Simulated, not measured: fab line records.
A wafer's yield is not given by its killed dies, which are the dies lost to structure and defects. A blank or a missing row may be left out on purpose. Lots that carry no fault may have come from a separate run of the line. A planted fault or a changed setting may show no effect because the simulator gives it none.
Which tool was responsible? + flow berkeley-cmos170 + 7 lots, 21 wafers sampled, at 1 step of a route of 331

WHAT THE GAUGES READ, wafer by wafer
UCB170_PVT_TW_MEAS_09.
| lot  | measured     | on            | PVT_TW      |
|------|--------------|---------------|-------------|
| L910 | day 6 15:41  | film-metro-02 | 497 496 498 |
| L913 | day 7 05:52  | film-metro-01 | 503 508 506 |
| L917 | day 7 18:07  | film-metro-03 | 499 502 503 |
| L915 | day 7 19:20  | film-metro-01 | 507 509 508 |
| L922 | day 8 15:07  | film-metro-01 | 506 506 503 |
| L925 | day 9 05:15  | film-metro-01 | 505 507 507 |
| L931 | day 11 00:14 | film-metro-02 | 498 500 502 |

EACH LOT AND THE TOOL THAT RAN IT (in order: tool; ch and the chambers of the sampled wafers; start)
Before these readings, the record contains no process step.

THE ANSWER, worked out from the rows above alone
Rule: the lots themselves supply what counts as usual. Put in order of their means at a reading, lots are off if they are a third of the lots or fewer, leave a main group of 4 or more, and stand apart from it by a gap of 3 or more times the standard deviation of the main group's means; of several such gaps the widest counts. A main group whose means are all the same, to the digits that the tables above print for the reading, isn't used. A lot without any number at a reading at which 4 lots or more have one is off too. Any other lot the step has rows for is counted as sound.
None of the lots is off at any reading shown; this tells nothing.

WHAT THE SIMULATOR HAD PUT IN
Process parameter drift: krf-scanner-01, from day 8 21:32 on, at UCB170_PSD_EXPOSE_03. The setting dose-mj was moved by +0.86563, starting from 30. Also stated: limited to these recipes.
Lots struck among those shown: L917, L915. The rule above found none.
